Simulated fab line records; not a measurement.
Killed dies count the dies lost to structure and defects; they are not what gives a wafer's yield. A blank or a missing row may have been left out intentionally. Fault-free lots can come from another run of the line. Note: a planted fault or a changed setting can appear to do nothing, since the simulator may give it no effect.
Code-filled problem report in 8D (eight disciplines) form	flow berkeley_cmos170	the parts of the form that need people (team, actions taken, sign-off) are left out

## 1. WHAT WENT WRONG
tilt_deg at UCB170_PSD_IMPLANT_08 reads a mean of 10.692 degrees on 6 wafers of 2 lots; wafers without a fault read 6.999 degrees with a standard deviation of 0.02. That is +99 or more standard deviations from the usual mean.
Earliest sighting: wafer L852.1 on implanter-04 at day 9 13:41. At this step, 42 wafers from 14 lots have a number in the record. Rule for "out" (also "out of limits"): further than 4 standard deviations from the usual mean. The rest of the wafers with a number are treated as sound.

## 2. WHAT THIS IS AND IS NOT
question	is	is not
which readings at this step	tilt_deg	beam_energy_keV
which lots	L852, L855	L837, L841, L843, L844, L845, L846, L851, L856, L857, L858, L859, L860
which wafers of those lots	all that have a number	-
read on which tools	implanter-04	implanter-02, implanter-03
when	from day 9 13:41	up to then (21 sound wafers); but 15 sound wafers of L856, L857, L858, L859, L860 came after

## 3. THE SUSPECTS, EACH WITH WHAT RULES IT OUT
Counting: a tool at any process step up to the reading remains a suspect when it ran all the lots that are out and ran no sound lot after the first of those.
- implanter-04 at UCB170_PSD_IMPLANT_08: kept. Every lot that is out went through it, starting with L852 (day 9 13:41), and after that it ran no sound lot; the last sound lot it ran before then is L837 (day 6 12:37). Its own tilt_deg readings are out on those wafers.
Remaining after the count: implanter-04 at UCB170_PSD_IMPLANT_08.

## 4. THE CAUSE (what the simulator had put in)
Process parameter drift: implanter-04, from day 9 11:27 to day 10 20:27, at UCB170_PSD_IMPLANT_08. The setting tilt_deg was moved by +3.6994, starting from 7. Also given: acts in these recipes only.
The count eliminated every tool but this one.

## 5. THE EFFECT CHAIN, in route order
Rows list readings where the struck wafers' mean (over those with a number) sits beyond 3 standard deviations from the usual. Only readings whose record carries a usual standard deviation are examined. hours: median over the lots of the time between each lot's start at the first step of this table that gives one and its start at this step. sigmas: the change, counted in usual standard deviations.
hours	step	reading	usual	on struck wafers	change	sigmas
0	UCB170_PSD_IMPLANT_08	tilt_deg	6.999 degrees	10.692	+3.693	+99 or more
Its process steps:
- UCB170_PSD_IMPLANT_08
Readings that are blank on the struck wafers while sound wafers have them: PSD_RS at UCB170_SDANNEAL_RS_MEAS_02.
Later measuring or inspecting steps at which every struck wafer that the step has a row for has a number for every such reading, and none has moved that far: UCB170_SILICIDE_THK_MEAS_03.

## 6. WHAT WOULD HAVE CAUGHT IT SOONER
2 hours passed between the start of the fault at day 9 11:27 and the first reading out of limits in this record, taken at day 9 13:41.
